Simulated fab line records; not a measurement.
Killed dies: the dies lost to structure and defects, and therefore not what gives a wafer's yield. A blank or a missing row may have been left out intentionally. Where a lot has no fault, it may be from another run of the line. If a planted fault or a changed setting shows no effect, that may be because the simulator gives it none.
fab line records	flow berkeley-cmos170
record: lots: 5	wafers: 23
route steps=331 shown PWELL@39 WELLDRIVE@56 SACOX@98 PVT@122 GATE@133 NLDD@161 PSD@179
start-h: hours from the record's first day to the start of the lot's first wafer shown	wait-h: hours since the lot's step before	" repeats the value in the row above	L1.1+2: a single row standing in for several wafers	- value missing, or start not given	* or withheld: withheld	< > ~ a bound
route shown NAME@n: a module of which the file shows steps, and the number in the route of the first	usual: mean/standard deviation taken from wafers without a fault	same: alike in all rows	chamber/n: place in a boat	sites: readings site by site	_std_site: the values' standard deviation	_edge_site: inner sites' mean taken away from outer sites' mean	radius-mm: how far each site lies from the wafer's centre	mask NAME#n: copy n	behind: the last tool/chamber to shape the wafer	hold: why the lot went on hold/how many hours it stayed there/how the hold came to an end	device: the n, p or np transistor that did not switch	end of line: the route-end tests of the same wafers	a step with no rows: only its recipe	killed: dies lost to structure and defects at the first sort, not the wafer's yield	map: a wafer's dies, marking killed ones x, the rest . and places with no die _
set.NAME: the setting as run; set.NAME@STEP: as run at that earlier step	model.NAME: the simulator's own value behind a step, which no gauge read
one table per step and one row per wafer, for lots whose settings were changed on purpose
== steps ==
step: UCB170_PWELL_CVD_05
recipe: material: Si3N4	target-thk-nm: 220	temp-c: 800	precursor: SiH2Cl2/NH3	time-s: 3300	pressure-mtorr: 200	sih2cl2-flow-sccm: 25	nh3-flow-sccm: 75
lot.wafer	tool	chamber	start-h	wait-h	set.sih2cl2-flow-sccm	model.Si3N4_of_PWELL_CVD_05.thk-nm
L074.2+6	-	-	-	0.0	23.54	213.8
L074.3	"	-	"	"	23.54	214.2
L074.4	"	-	"	"	23.54	214
L074.5	"	-	"	"	23.54	213.1
L075.1	-	-	-	0.9	21.67	210.8
L075.2	"	-	"	"	21.67	212.9
L075.3	"	-	"	"	21.67	210.1
L075.4	"	-	"	"	21.67	210.5
L075.5	"	-	"	"	21.67	210.3
L076.2	-	-	-	0.9	27.44	222
L076.3	"	-	"	"	27.44	222.8
L076.4	"	-	"	"	27.44	223.8
L076.5	"	-	"	"	27.44	224.4
L076.6	"	-	"	"	27.44	225
L078.2	lpcvd-01	0	79.06	0.0	25	220.7
L078.3	"	0	"	"	25	219.6
L078.4	"	0	"	"	25	218.4
L085.1	-	-	-	0.7	27.75	226.4
L085.3+5	"	-	"	"	27.75	228.6
L085.4	"	-	"	"	27.75	227.3
L085.6	"	-	"	"	27.75	226.5
step: UCB170_PWELL_THK_MEAS_06
recipe: reads: Si3N4_of_PWELL_CVD_05
usual: PWELL_NITRIDE_THK: 218.5/1.6
lot.wafer	tool	chamber	start-h	wait-h	set.sih2cl2-flow-sccm@PWELL_CVD_05	PWELL_NITRIDE_THK[nm]
L074.2	film-metro-01	-	-	-	23.54	213.8
L074.3	"	-	"	"	23.54	214.2
L074.4	"	-	"	"	23.54	213.9
L074.5	"	-	"	"	23.54	213.1
L074.6	"	-	"	"	23.54	213.8
L075.1	film-metro-01	-	-	-	21.67	210.7
L075.2	"	-	"	"	21.67	212.7
L075.3	"	-	"	"	21.67	210.1
L075.4	"	-	"	"	21.67	210.6
L075.5	"	-	"	"	21.67	210.2
L076.2	film-metro-03	-	-	-	27.44	222.2
L076.3	"	-	"	"	27.44	222.9
L076.4	"	-	"	"	27.44	223.9
L076.5	"	-	"	"	27.44	224.3
L076.6	"	-	"	"	27.44	225.1
L078.2	film-metro-03	-	81.05	0.1	25	220.9
L078.3	"	-	"	"	25	219.6
L078.4	"	-	"	"	25	218.1
L085.1	film-metro-01	-	-	-	27.75	226.7
L085.3	"	-	"	"	27.75	228.5
L085.4	"	-	"	"	27.75	227.2
L085.5	"	-	"	"	27.75	228.7
L085.6	"	-	"	"	27.75	226.5
step: UCB170_PWELL_COAT_08
recipe: resist: KrF	spin-rpm: 1500	resist-thk-nm: 900
lot.wafer	tool	chamber	start-h	wait-h	set.spin-rpm	model.KrF_of_PWELL_COAT_08.thk-nm
L074.2	litho-track-01	0	61.75	0.1	1500	899.5
L074.3	"	0	"	"	1454	913.6
L074.4	"	0	"	"	1454	913.8
L074.5	"	0	"	"	1500	899.3
L074.6	"	0	"	"	1454	913.7
L076.2	litho-track-01	0	74.97	0.1	1500	901.4
L076.3	"	0	"	"	1599	873.6
L076.4	"	0	"	"	1599	871.7
L076.5	"	0	"	"	1500	902.5
L076.6	"	0	"	"	1599	871.1
L075.1	litho-track-01	0	75.40	0.1	1500	904.6
L075.2	"	0	"	"	1500	901.8
L075.3	"	0	"	"	1500	903.7
L075.4	"	0	"	"	1500	900.6
L075.5	"	0	"	"	1500	901.9
L078.2	litho-track-04	0	81.67	0.1	1500	901.5
L078.3	"	0	"	"	1500	901.8
L078.4	"	0	"	"	1500	903.2
L085.1	litho-track-01	0	112.41	0.1	1500	904
L085.3	"	0	"	"	1500	903.5
L085.4	"	0	"	"	1459	918.3
L085.5	"	0	"	"	1500	907.2
L085.6	"	0	"	"	1459	915.9
step: UCB170_PWELL_SOFTBAKE_09
recipe: resist: KrF	temp-c: 130	time-s: 60
step: UCB170_PWELL_EXPOSE_10
recipe: mask-id: PWELL	target-cd-nm: 3000	na: 0.5	sigma-outer: 0.6	source-shape: conventional	dose-mj: 19
step: UCB170_PWELL_DEVELOP_12
recipe: developer: TMAH	develop-time-s: 45	resist: KrF	dev-temp-c: 20.46
step: UCB170_PWELL_ETCH_14
recipe: chemistry: CH3F/Ar/O2	target: Si3N4	stop-on: SiO2	CH3F_flow_sccm: 20	Ar_flow_sccm: 50	O2_flow_sccm: 7	pressure-mtorr: 50	rf-w: 450	target-depth-a: 2420	over-etch-frac: 0.1	time-s: 151
lot.wafer	tool	chamber	start-h	wait-h	set.sih2cl2-flow-sccm@PWELL_CVD_05	set.spin-rpm@PWELL_COAT_08	model.KrF_of_PWELL_COAT_08.thk-nm	model.etch.depth-nm
L074.2	rie-diel-04	2	62.45	0.0	23.54	1500	717.4	-
L074.3	"	1	"	"	23.54	1454	734.8	214.2
L074.4	"	0	"	"	23.54	1454	738.7	-
L074.5	"	2	"	"	23.54	1500	716	213.1
L074.6	"	3	"	"	23.54	1454	736.7	-
L076.2	rie-diel-04	0	76.01	0.0	27.44	1500	727.4	222
L076.3	"	3	"	"	27.44	1599	698.7	222.8
L076.4	"	2	"	"	27.44	1599	690.9	223.8
L076.5	"	1	"	"	27.44	1500	725	224.4
L076.6	"	2	"	"	27.44	1599	690.4	225
L075.1	rie-diel-03	1	76.84	0.0	21.67	1500	720.2	210.8
L075.2	"	3	"	"	21.67	1500	727	212.9
L075.3	"	2	"	"	21.67	1500	731.1	210.1
L075.4	"	0	"	"	21.67	1500	720.7	210.5
L075.5	"	1	"	"	21.67	1500	716	210.3
L078.2	rie-diel-03	1	82.39	0.0	25	1500	717.9	220.7
L078.3	"	2	"	"	25	1500	729.1	219.6
L078.4	"	3	"	"	25	1500	731.1	218.4
L085.1	rie-diel-04	0	113.50	0.0	27.75	1500	731.2	-
L085.3	"	1	"	"	27.75	1500	722.7	-
L085.4	"	3	"	"	27.75	1459	741.7	227.3
L085.5	"	1	"	"	27.75	1500	728	228.6
L085.6	"	2	"	"	27.75	1459	733.8	226.5
step: UCB170_PWELL_IMPLANT_15
recipe: species: B	dose-cm2: 5e+12	energy-kev: 60	tilt-deg: 7
lot.wafer	tool	chamber	start-h	wait-h	set.dose-cm2
L074.2+4	implanter-01	0	62.58	0.1	5e+12
L074.3+5+6	"	0	"	"	4.904e+12
L076.2+3+4	implanter-04	0	76.14	0.1	4.652e+12
L076.5+6	"	0	"	"	5e+12
L075.1+5	implanter-01	0	76.94	0.1	5e+12
L075.2+3+4	"	0	"	"	4.728e+12
L078.2+3+4	implanter-01	0	82.52	0.1	5e+12
L085.1+3+4+5+6	implanter-01	0	113.60	0.1	5e+12
step: UCB170_PWELL_STRIP_16
recipe: chemistry: O2	power-w: 400	pressure-mtorr: 3500	platen-temp-c: withheld	o2-flow-sccm: 400	overash-fraction: 0.5
usual: strip-time-to-endpoint-s: 18.04/0.11
lot.wafer	tool	chamber	start-h	wait-h	set.spin-rpm@PWELL_COAT_08	strip-time-to-endpoint-s
L074.2	plasma-asher-04	1	62.70	0.1	1500	17.92
L074.3	"	1	"	"	1454	18.33
L074.4	"	0	"	"	1454	18.43
L074.5	"	1	"	"	1500	17.89
L074.6	"	0	"	"	1454	18.37
L076.2	plasma-asher-01	1	76.26	0.1	1500	18.16
L076.3	"	1	"	"	1599	17.47
L076.4	"	0	"	"	1599	17.27
L076.5	"	1	"	"	1500	18.09
L076.6	"	0	"	"	1599	17.27
L075.1	plasma-asher-01	1	77.09	0.1	1500	17.98
L075.2	"	0	"	"	1500	18.15
L075.3	"	1	"	"	1500	18.24
L075.4	"	0	"	"	1500	18.00
L075.5	"	0	"	"	1500	17.89
L078.2	plasma-asher-04	1	82.64	0.1	1500	17.92
L078.3	"	0	"	"	1500	18.19
L078.4	"	1	"	"	1500	18.23
L085.1	plasma-asher-02	0	113.75	0.1	1500	18.25
L085.3	"	1	"	"	1500	18.05
L085.4	"	0	"	"	1459	18.50
L085.5	"	0	"	"	1500	18.19
L085.6	"	1	"	"	1459	18.31
step: UCB170_WELLDRIVE_OXIDATION_01
recipe: temp-c: 1100	ambient: O2	target-thk-a: 1990	ox-time-s: 9000
lot.wafer	tool	chamber	start-h	wait-h	set.ox-time-s	model.SiO2_of_WELLDRIVE_OXIDATION_01.thk-nm
L074.2	-	-	-	7.8	10120	220.9
L074.3	"	-	"	"	10120	220.4
L074.4	"	-	"	"	10120	222.3
L074.5	"	-	"	"	10120	223.2
L074.6	"	-	"	"	10120	221.2
L075.1	-	-	-	6.2	9000	203.8
L075.2	"	-	"	"	9000	202.4
L075.3	"	-	"	"	9000	197.4
L075.4	"	-	"	"	9000	203.7
L075.5	"	-	"	"	9000	198
L076.2+5	-	-	-	6.4	9000	203.6
L076.3	"	-	"	"	9000	202.2
L076.4	"	-	"	"	9000	201.1
L076.6	"	-	"	"	9000	203.4
L078.2	furnace-04	0	94.75	5.1	9000	197.3
L078.3	"	0	"	"	9000	197.1
L078.4	"	0	"	"	9000	200.7
L085.1	-	-	-	4.1	7825	186.3
L085.3	"	-	"	"	7825	186.6
L085.4	"	-	"	"	7825	187.7
L085.5	"	-	"	"	7825	186
L085.6	"	-	"	"	7825	185.1
step: UCB170_WELLDRIVE_THK_MEAS_02
recipe: reads: SiO2_of_WELLDRIVE_OXIDATION_01
usual: WELLDRIVE_OXIDE_THK: 200/4.2
lot.wafer	tool	chamber	start-h	wait-h	set.ox-time-s@WELLDRIVE_OXIDATION_01	WELLDRIVE_OXIDE_THK[nm]
L074.2	film-metro-04	-	-	-	10120	221
L074.3	"	-	"	"	10120	220
L074.4	"	-	"	"	10120	222
L074.5	"	-	"	"	10120	223
L074.6	"	-	"	"	10120	221
L075.1	film-metro-02	-	-	-	9000	204
L075.2	"	-	"	"	9000	202
L075.3	"	-	"	"	9000	198
L075.4	"	-	"	"	9000	204
L075.5	"	-	"	"	9000	198
L076.2	film-metro-01	-	-	-	9000	204
L076.3	"	-	"	"	9000	202
L076.4	"	-	"	"	9000	201
L076.5	"	-	"	"	9000	203
L076.6	"	-	"	"	9000	203
L078.2	film-metro-04	-	98.26	0.0	9000	197
L078.3	"	-	"	"	9000	197
L078.4	"	-	"	"	9000	201
L085.1	film-metro-01	-	-	-	7825	186
L085.3	"	-	"	"	7825	187
L085.4	"	-	"	"	7825	188
L085.5	"	-	"	"	7825	186
L085.6	"	-	"	"	7825	185
step: UCB170_SACOX_OXIDATION_01
recipe: temp-c: 900	ambient: O2	target-thk-a: 144	ox-time-s: 2400
lot.wafer	tool	chamber	start-h	wait-h	set.ox-time-s	model.SiO2_of_SACOX_OXIDATION_01.thk-nm
L074.2	-	-	-	4.2	2129	13.07
L074.3	"	-	"	"	2129	13.1
L074.4	"	-	"	"	2129	13.27
L074.5	"	-	"	"	2129	13.29
L074.6	"	-	"	"	2129	13.18
L075.1	-	-	-	2.8	2400	14.74
L075.2	"	-	"	"	2400	14.6
L075.3	"	-	"	"	2400	14.79
L075.4	"	-	"	"	2400	14.65
L075.5	"	-	"	"	2400	14.61
L076.2	-	-	-	2.8	2400	14.64
L076.3	"	-	"	"	2400	14.88
L076.4	"	-	"	"	2400	14.67
L076.5	"	-	"	"	2400	14.74
L076.6	"	-	"	"	2400	14.65
L078.2+4	furnace-01	0	138.50	2.8	2400	14.88
L078.3	"	0	"	"	2400	15.36
L085.1	-	-	-	4.8	2400	14.67
L085.3	"	-	"	"	2400	14.55
L085.4	"	-	"	"	2400	14.85
L085.5	"	-	"	"	2400	14.26
L085.6	"	-	"	"	2400	14.48
step: UCB170_SACOX_THK_MEAS_02
recipe: reads: SiO2_of_SACOX_OXIDATION_01
usual: SACOX_OXIDE_THK: 14.65/0.25
lot.wafer	tool	chamber	start-h	wait-h	set.ox-time-s@SACOX_OXIDATION_01	SACOX_OXIDE_THK[nm]
L074.2	film-metro-02	-	-	-	2129	13.10
L074.3	"	-	"	"	2129	13.09
L074.4	"	-	"	"	2129	13.21
L074.5	"	-	"	"	2129	13.33
L074.6	"	-	"	"	2129	13.16
L075.1	film-metro-02	-	-	-	2400	14.75
L075.2	"	-	"	"	2400	14.58
L075.3	"	-	"	"	2400	14.80
L075.4	"	-	"	"	2400	14.66
L075.5	"	-	"	"	2400	14.61
L078.2	film-metro-01	-	140.17	0.0	2400	14.93
L078.3	"	-	"	"	2400	15.41
L078.4	"	-	"	"	2400	14.85
L076.2	film-metro-01	-	-	-	2400	14.64
L076.3	"	-	"	"	2400	14.86
L076.4	"	-	"	"	2400	14.70
L076.5	"	-	"	"	2400	14.78
L076.6	"	-	"	"	2400	14.67
L085.1	film-metro-02	-	-	-	2400	14.64
L085.3	"	-	"	"	2400	14.52
L085.4	"	-	"	"	2400	14.85
L085.5	"	-	"	"	2400	14.28
L085.6	"	-	"	"	2400	14.52
step: UCB170_PVT_IMPLANT_07
recipe: species: P	dose-cm2: 2e+12	energy-kev: 30	tilt-deg: 7
lot.wafer	tool	chamber	start-h	wait-h	set.energy-kev	model.implant.drp-nm
L074.2+3+5	implanter-04	0	144.77	0.0	30.73	16.9
L074.4+6	"	0	"	"	30	16.56
L078.2+3+4	implanter-03	0	156.58	0.0	30	16.56
L075.1+2+5	implanter-03	0	157.39	0.0	31.25	17.14
L075.3+4	"	0	"	"	30	16.56
L076.2+5	implanter-04	0	157.41	0.0	28.37	16.01
L076.3+4+6	"	0	"	"	30	16.56
L085.1+3+4	implanter-04	0	191.35	0.0	29.43	16.37
L085.5+6	"	0	"	"	30	16.56
step: UCB170_GATE_COAT_07
recipe: resist: KrF	spin-rpm: 1500	resist-thk-nm: 900
lot.wafer	tool	chamber	start-h	wait-h	set.spin-rpm	model.KrF_of_GATE_COAT_07.thk-nm
L074.2	litho-track-01	0	-	-	1561	881.7
L074.3	"	0	"	"	1500	899.7
L074.4	"	0	"	"	1500	900.8
L074.5	"	0	"	"	1561	882.4
L074.6	"	0	"	"	1561	884.5
L078.2	litho-track-04	0	-	-	1500	899.7
L078.3	"	0	"	"	1500	899.5
L078.4	"	0	"	"	1500	898.7
L075.1	litho-track-02	0	-	-	1561	886.4
L075.2	"	0	"	"	1500	903.3
L075.3	"	0	"	"	1561	884.3
L075.4	"	0	"	"	1500	904.8
L075.5	"	0	"	"	1561	883.9
L076.2	litho-track-01	0	-	-	1447	911.5
L076.3	"	0	"	"	1500	897
L076.4	"	0	"	"	1447	911.2
L076.5	"	0	"	"	1500	896
L076.6	"	0	"	"	1447	913.8
L085.1	litho-track-04	0	-	-	1500	899
L085.3	"	0	"	"	1603	870.4
L085.4	"	0	"	"	1603	869.5
L085.5	"	0	"	"	1603	868.5
L085.6	"	0	"	"	1500	898.2
step: UCB170_GATE_SOFTBAKE_08
recipe: resist: KrF	temp-c: 130	time-s: 60
step: UCB170_GATE_EXPOSE_09
recipe: mask-id: POLY	target-cd-nm: 350	na: 0.5	sigma-outer: 0.6	source-shape: conventional	dose-mj: 21
step: UCB170_GATE_ETCH_14
recipe: chemistry: N2/H2	target-depth-a: withheld	overetch-a: withheld	target: BARC	time-s: withheld	source-w: 500	bias-w: 100	pressure-mtorr: 30	n2-flow-sccm: 100	h2-flow-sccm: 200
step: UCB170_GATE_ETCH_15
recipe: chemistry: HBr/Cl2	target: poly-Si	stop-on: SiO2	over-etch-frac: 0.3	icp-w: 300	bias-w: 150	time-s: 56.3	pressure-mtorr: 15	HBr_flow_sccm: 150	Cl2_flow_sccm: 50	target-depth-a: 2782
lot.wafer	tool	chamber	start-h	wait-h	set.spin-rpm@GATE_COAT_07	model.KrF_of_GATE_COAT_07.thk-nm
L074.2	rie-si-01	2	160.78	-	1561	755.9
L074.3	"	3	"	"	1500	774.3
L074.4	"	0	"	"	1500	777
L074.5	"	1	"	"	1561	756.3
L074.6	"	0	"	"	1561	762
L078.2	rie-si-02	1	174.51	-	1500	774.3
L078.3	"	2	"	"	1500	770.2
L078.4	"	3	"	"	1500	770.4
L075.1	rie-si-02	1	174.78	-	1561	762.1
L075.2	"	2	"	"	1500	776.2
L075.3	"	0	"	"	1561	761.2
L075.4	"	3	"	"	1500	777.6
L075.5	"	1	"	"	1561	759.6
L076.2	rie-si-02	2	175.33	-	1447	783.3
L076.3	"	1	"	"	1500	773.1
L076.4	"	0	"	"	1447	787
L076.5	"	3	"	"	1500	768.3
L076.6	"	0	"	"	1447	790.8
L085.1	rie-si-01	0	209.31	-	1500	774.6
L085.3	"	2	"	"	1603	746.4
L085.4	"	0	"	"	1603	745.2
L085.5	"	2	"	"	1603	744
L085.6	"	3	"	"	1500	771.4
step: UCB170_NLDD_EXPOSE_03
recipe: mask-id: NSELECT	na: 0.5	sigma-outer: 0.6	source-shape: conventional	target-cd-nm: 1200	dose-mj: 30
lot.wafer	tool	chamber	start-h	wait-h	mask	set.dose-mj
L074.2+3+4+5+6	krf-scanner-02	0	163.60	0.2	NSELECT#0	30
L078.2+3+4	krf-scanner-02	0	177.59	0.2	NSELECT#0	30
L075.1+3+4	krf-scanner-01	0	178.66	0.2	NSELECT#0	30
L075.2+5	"	0	"	"	NSELECT#0	31.75
L076.2+3+5	krf-scanner-02	0	179.13	0.2	NSELECT#0	30
L076.4+6	"	0	"	"	NSELECT#0	29.02
L085.1+3+5	krf-scanner-01	0	-	-	NSELECT#0	28.57
L085.4+6	"	0	"	"	NSELECT#0	30
step: UCB170_NLDD_DEVELOP_05
recipe: developer: TMAH	develop-time-s: 45	resist: KrF	dev-temp-c: 21
lot.wafer	tool	chamber	start-h	wait-h	set.develop-time-s
L074.2+4+6	litho-track-04	0	-	-	45
L074.3+5	"	0	"	"	43.1
L078.2+3+4	litho-track-04	0	-	-	45
L075.1+2	litho-track-04	0	-	-	43.08
L075.3+4+5	"	0	"	"	45
L076.2+3+4+5+6	litho-track-03	0	-	-	45
L085.1+3+6	litho-track-04	0	-	-	45
L085.4+5	"	0	"	"	50.92
step: UCB170_NLDD_CD_MEAS_06
recipe: target-cd-nm: 1200
usual: cd-nm: 1200.6/1.8
lot.wafer	tool	chamber	start-h	wait-h	set.dose-mj@NLDD_EXPOSE_03	cd-nm
L074.2	cd-sem-02	-	163.99	-	30	1198.4
L074.3	"	-	"	"	30	1199.1
L074.4	"	-	"	"	30	1199.3
L074.5	"	-	"	"	30	1199.5
L074.6	"	-	"	"	30	1198.1
L078.2	cd-sem-02	-	178.19	-	30	1201.1
L078.3	"	-	"	"	30	1199.3
L078.4	"	-	"	"	30	1200.0
L075.1	cd-sem-02	-	179.62	-	30	1200.4
L075.2	"	-	"	"	31.75	1209.4
L075.3	"	-	"	"	30	1201.5
L075.4	"	-	"	"	30	1201.0
L075.5	"	-	"	"	31.75	1211.8
L076.2	cd-sem-02	-	180.01	-	30	1197.6
L076.3	"	-	"	"	30	1196.8
L076.4	"	-	"	"	29.02	1192.8
L076.5	"	-	"	"	30	1197.1
L076.6	"	-	"	"	29.02	1192.9
L085.1	cd-sem-01	-	217.52	-	28.57	1194.2
L085.3	"	-	"	"	28.57	1193.1
L085.4	"	-	"	"	30	1202.5
L085.5	"	-	"	"	28.57	1192.7
L085.6	"	-	"	"	30	1201.3
step: UCB170_PSD_PEB_04
recipe: peb-temp-c: 130	peb-time-s: withheld	resist: KrF
lot.wafer	tool	chamber	start-h	wait-h	set.peb-temp-c
L074.2+4+5	litho-track-04	0	171.25	0.1	130
L074.3+6	"	0	"	"	132.1
L078.2+3+4	litho-track-03	0	187.24	0.3	130
L075.1+4+5	litho-track-03	0	187.49	0.2	132.8
L075.2+3	"	0	"	"	130
L076.2+4+5	litho-track-01	0	187.75	0.1	130
L076.3+6	"	0	"	"	126.3
L085.1+5	litho-track-01	0	226.06	0.4	133.1
L085.3+4+6	"	0	"	"	130
step: UCB170_PSD_DEVELOP_05
recipe: developer: TMAH	develop-time-s: 45	resist: KrF	dev-temp-c: 21
step: UCB170_PSD_CD_MEAS_06
recipe: target-cd-nm: 1200
usual: cd-nm: 1199.7/1.5
lot.wafer	tool	chamber	start-h	wait-h	set.peb-temp-c@PSD_PEB_04	cd-nm
L074.2	cd-sem-02	-	171.52	-	130	1198.2
L074.3	"	-	"	"	132.1	1213.7
L074.4	"	-	"	"	130	1198.8
L074.5	"	-	"	"	130	1200.8
L074.6	"	-	"	"	132.1	1213.1
L078.2	cd-sem-01	-	187.51	-	130	1199.7
L078.3	"	-	"	"	130	1199.8
L078.4	"	-	"	"	130	1200.1
L075.1	cd-sem-02	-	187.77	-	132.8	1217.1
L075.2	"	-	"	"	130	1200.9
L075.3	"	-	"	"	130	1200.2
L075.4	"	-	"	"	132.8	1218.0
L075.5	"	-	"	"	132.8	1217.7
L076.2	cd-sem-02	-	188.02	-	130	1199.3
L076.3	"	-	"	"	126.3	1170.8
L076.4	"	-	"	"	130	1198.8
L076.5	"	-	"	"	130	1200.0
L076.6	"	-	"	"	126.3	1170.9
L085.1	cd-sem-02	-	226.33	-	133.1	1217.9
L085.3	"	-	"	"	130	1199.3
L085.4	"	-	"	"	130	1199.1
L085.5	"	-	"	"	133.1	1217.1
L085.6	"	-	"	"	130	1199.4
== key ==
split: step: UCB170_PWELL_CVD_05	setting: sih2cl2-flow-sccm	stated: 25	by: lot
response: step: UCB170_PWELL_CVD_05	reading: model.Si3N4_of_PWELL_CVD_05.thk-nm	change: +0.647	per: 1%	r: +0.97
response: step: UCB170_PWELL_THK_MEAS_06	reading: PWELL_NITRIDE_THK	change: +0.652	per: 1%	r: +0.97
response: step: UCB170_PWELL_ETCH_14	reading: model.etch.depth-nm	change: +0.616	per: 1%	r: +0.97
split: step: UCB170_PWELL_COAT_08	setting: spin-rpm	stated: 1500	by: wafer
response: step: UCB170_PWELL_COAT_08	reading: model.KrF_of_PWELL_COAT_08.thk-nm	change: -4.53	per: 1%	r: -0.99
response: step: UCB170_PWELL_ETCH_14	reading: model.KrF_of_PWELL_COAT_08.thk-nm	change: -5.08	per: 1%	r: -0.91
response: step: UCB170_PWELL_STRIP_16	reading: strip-time-to-endpoint-s	change: *	per: 1%	r: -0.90
split: step: UCB170_PWELL_IMPLANT_15	setting: dose-cm2	stated: 5e+12	by: wafer
response none clear
split: step: UCB170_WELLDRIVE_OXIDATION_01	setting: ox-time-s	stated: 9000	by: lot
response: step: UCB170_WELLDRIVE_OXIDATION_01	reading: model.SiO2_of_WELLDRIVE_OXIDATION_01.thk-nm	change: +1.38	per: 1%	r: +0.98
response: step: UCB170_WELLDRIVE_THK_MEAS_02	reading: WELLDRIVE_OXIDE_THK	change: +1.38	per: 1%	r: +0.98
split: step: UCB170_SACOX_OXIDATION_01	setting: ox-time-s	stated: 2400	by: lot
response: step: UCB170_SACOX_OXIDATION_01	reading: model.SiO2_of_SACOX_OXIDATION_01.thk-nm	change: +0.136	per: 1%	r: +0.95
response: step: UCB170_SACOX_THK_MEAS_02	reading: SACOX_OXIDE_THK	change: +0.137	per: 1%	r: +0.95
split: step: UCB170_PVT_IMPLANT_07	setting: energy-kev	stated: 30	by: wafer
response: step: UCB170_PVT_IMPLANT_07	reading: model.implant.drp-nm	change: +0.117	per: 1%	r: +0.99
split: step: UCB170_GATE_COAT_07	setting: spin-rpm	stated: 1500	by: wafer
response: step: UCB170_GATE_COAT_07	reading: model.KrF_of_GATE_COAT_07.thk-nm	change: -4.36	per: 1%	r: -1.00
response: step: UCB170_GATE_ETCH_15	reading: model.KrF_of_GATE_COAT_07.thk-nm	change: -4.15	per: 1%	r: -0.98
split: step: UCB170_NLDD_EXPOSE_03	setting: dose-mj	stated: 30	by: wafer
response: step: UCB170_NLDD_CD_MEAS_06	reading: cd-nm	change: +1.65	per: 1%	r: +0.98
split: step: UCB170_NLDD_DEVELOP_05	setting: develop-time-s	stated: 45	by: wafer
response none clear
split: step: UCB170_PSD_PEB_04	setting: peb-temp-c	stated: 130	by: wafer
response: step: UCB170_PSD_CD_MEAS_06	reading: cd-nm	change: +8.76	per: 1%	r: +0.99
